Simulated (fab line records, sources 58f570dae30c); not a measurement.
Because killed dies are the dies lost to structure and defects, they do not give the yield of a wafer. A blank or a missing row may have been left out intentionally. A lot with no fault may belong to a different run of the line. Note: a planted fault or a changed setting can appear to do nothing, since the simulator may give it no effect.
fab line records ; flow berkeley-cmos170
record lots=14; wafers=42; last-day=15
route steps=331 shown PLDD@153
lots untouched by any fault: they come from a run of this same line in which no faults occurred
start-h: start of the lot's first displayed wafer, in hours after the record's first day ; wait-h: how many hours have passed since the lot's step before this one ; " the same as in the row above ; L1.1+2: several wafers, shown together as one row ; - no value, or no start was given ; * or withheld: withheld ; < > ~ a bound
route shown NAME@n: NAME is a module with steps in the file, n the number in the route of the first one ; usual: mean/standard deviation taken from wafers without a fault ; same: alike in all rows ; chamber/n: place in a boat ; sites: the reading at each site ; _std_site: their standard deviation ; _edge_site: inner sites' mean taken away from outer sites' mean ; radius-mm: for every site, how far away it sits from the centre of the wafer ; mask NAME#n: copy n ; behind: the tool/chamber that last shaped the wafer ; hold: the reason the lot was held/the length of the hold in hours/how it ended ; device: transistor that didn't switch, given as n, p or np ; end of line: tests run on the same wafers once the route is complete ; where a step has no rows: the recipe by itself ; killed: count of dies lost to structure and defects at first sort (not the wafer's yield) ; map: a wafer's dies, x killed, . not, _ none there
set.NAME: the setting as run; set.NAME@STEP: as run at that earlier step ; model.NAME: the simulator's own value behind a step, which no gauge read
a sample of lots followed through the steps of the route, with each step as a table and each wafer as a row
services: when a tool's chamber went out of use (start-h, in hours from the record's first day, below 0 if earlier), for how many hours, and the reason
## steps
# step UCB170_PLDD_IMPLANT_08
# recipe species=BF2; dose-cm2=5e+13; energy-kev=10; tilt-deg=7; rotation-deg=0
# usual tilt-deg=6.999/0.019
lot.wafer;tool;chamber;start-h;wait-h;tilt-deg
L295.4;implanter-04;0;148.70;0.1;6.977
L295.5;implanter-04;0;148.70;0.1;7.006
L295.6;implanter-04;0;148.70;0.1;6.997
L296.1;implanter-02;0;159.78;0.0;7.017
L296.4;implanter-02;0;159.78;0.0;7.027
L296.6;implanter-02;0;159.78;0.0;6.998
L297.2;implanter-04;0;159.93;0.0;6.968
L297.3;implanter-04;0;159.93;0.0;6.960
L297.4;implanter-04;0;159.93;0.0;6.983
L299.1;implanter-01;0;172.30;0.0;6.986
L299.4;implanter-01;0;172.30;0.0;7.030
L299.6;implanter-01;0;172.30;0.0;6.994
L298.2;implanter-02;0;172.59;0.0;6.999
L298.4;implanter-02;0;172.59;0.0;7.004
L298.5;implanter-02;0;172.59;0.0;7.020
L300.2;implanter-02;0;188.19;0.0;7.022
L300.5;implanter-02;0;188.19;0.0;6.956
L300.6;implanter-02;0;188.19;0.0;6.997
L301.2;implanter-01;0;188.22;0.0;7.004
L301.5;implanter-01;0;188.22;0.0;7.012
L301.6;implanter-01;0;188.22;0.0;6.996
L304.1;implanter-04;0;208.18;0.0;8.063
L304.4;implanter-04;0;208.18;0.0;8.067
L304.6;implanter-04;0;208.18;0.0;8.067
L306.2;implanter-04;0;227.77;0.0;8.069
L306.5;implanter-04;0;227.77;0.0;8.085
L306.6;implanter-04;0;227.77;0.0;8.074
L308.4;implanter-02;0;235.23;0.1;7.005
L308.5;implanter-02;0;235.23;0.1;7.003
L308.6;implanter-02;0;235.23;0.1;6.966
L312.2;implanter-01;0;256.89;2.2;7.022
L312.5;implanter-01;0;256.89;2.2;7.007
L312.6;implanter-01;0;256.89;2.2;6.989
L314.2;implanter-01;0;261.52;0.0;7.020
L314.4;implanter-01;0;261.52;0.0;6.986
L314.5;implanter-01;0;261.52;0.0;6.994
L316.1;implanter-02;0;280.95;0.0;6.983
L316.4;implanter-02;0;280.95;0.0;7.011
L316.6;implanter-02;0;280.95;0.0;7.010
L318.1;implanter-01;0;303.59;0.0;7.012
L318.5;implanter-01;0;303.59;0.0;7.007
L318.6;implanter-01;0;303.59;0.0;7.011
# step UCB170_SDANNEAL_RS_MEAS_04
# recipe thk-meas-gauge=four-point-probe
# usual PLDD_RS=1031.0/2.8
lot.wafer;tool;chamber;start-h;wait-h;PLDD_RS[ohm/sq]
L295.4;film-metro-01;-;167.20;0.1;1026.0
L295.5;film-metro-01;-;167.20;0.1;1025.7
L295.6;film-metro-01;-;167.20;0.1;1028.7
L297.2;film-metro-02;-;176.49;0.1;1031.5
L297.3;film-metro-02;-;176.49;0.1;1037.2
L297.4;film-metro-02;-;176.49;0.1;1033.6
L296.1;film-metro-04;-;177.22;0.1;1030.8
L296.4;film-metro-04;-;177.22;0.1;1033.8
L296.6;film-metro-04;-;177.22;0.1;1030.0
L298.2;film-metro-02;-;189.58;0.1;1030.9
L298.4;film-metro-02;-;189.58;0.1;1031.9
L298.5;film-metro-02;-;189.58;0.1;1030.9
L299.1;film-metro-01;-;190.06;0.1;1034.4
L299.4;film-metro-01;-;190.06;0.1;1035.5
L299.6;film-metro-01;-;190.06;0.1;1037.8
L300.2;film-metro-02;-;206.84;0.1;1031.0
L300.5;film-metro-02;-;206.84;0.1;1029.0
L300.6;film-metro-02;-;206.84;0.1;1031.3
L301.2;film-metro-04;-;206.84;0.1;1031.1
L301.5;film-metro-04;-;206.84;0.1;1028.9
L301.6;film-metro-04;-;206.84;0.1;1031.8
L304.1;film-metro-04;-;225.83;0.1;-
L304.4;film-metro-04;-;225.83;0.1;-
L304.6;film-metro-04;-;225.83;0.1;-
L306.2;film-metro-01;-;243.23;0.1;-
L306.5;film-metro-01;-;243.23;0.1;-
L306.6;film-metro-01;-;243.23;0.1;-
L308.4;film-metro-04;-;249.36;0.1;1031.1
L308.5;film-metro-04;-;249.36;0.1;1030.1
L308.6;film-metro-04;-;249.36;0.1;1029.2
L312.2;film-metro-02;-;270.72;0.1;1036.9
L312.5;film-metro-02;-;270.72;0.1;1035.2
L312.6;film-metro-02;-;270.72;0.1;1034.1
L314.2;film-metro-02;-;272.51;0.1;1029.5
L314.4;film-metro-02;-;272.51;0.1;1029.1
L314.5;film-metro-02;-;272.51;0.1;1031.2
L316.1;film-metro-02;-;312.20;0.1;1033.0
L316.4;film-metro-02;-;312.20;0.1;1033.3
L316.6;film-metro-02;-;312.20;0.1;1032.3
L318.1;film-metro-02;-;320.80;0.1;1029.1
L318.5;film-metro-02;-;320.80;0.1;1030.6
L318.6;film-metro-02;-;320.80;0.1;1032.1
## services
tool;chamber;start-h;hours;kind
implanter-01;-;132.04;29.9;pm
implanter-02;-;167.90;3.2;repair
implanter-02;-;206.72;15.5;pm
implanter-04;-;234.13;15.5;repair
implanter-01;-;234.55;3.9;repair
implanter-02;-;240.48;12.8;repair
implanter-01;-;249.64;7.1;pm
implanter-02;-;250.83;6.7;repair
## key
first-sign step=UCB170_PLDD_IMPLANT_08; reading=tilt-deg; direction=up; sigmas=56; usual=6.999; struck=8.071
effect step=UCB170_SDANNEAL_RS_MEAS_04; reading=PLDD_RS; direction=missing
met-at UCB170_PLDD_IMPLANT_08
struck-lots L304,L306
tester-left-out L304,L306
onset-between 159.93 208.18
earlier-fault kind=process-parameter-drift; tool=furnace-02; chamber=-; onset-h=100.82; steps=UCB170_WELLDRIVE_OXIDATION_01; channel=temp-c; offset=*; shape=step; end-h=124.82; acts-in=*; stated=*
fault kind=process-parameter-drift; tool=implanter-04; chamber=-; onset-h=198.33; steps=UCB170_PLDD_IMPLANT_08; channel=tilt-deg; offset=1.0591; shape=step; end-h=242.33; acts-in=these-recipes-only; stated=7
# tester-left-out: of these lots the tester's yield and bins aren't shown, on N5 and GAA mostly nor the transistor test; their killed dies are dies lost to structure and defects alone, not to doping, threshold or leakage, so they don't give the yield
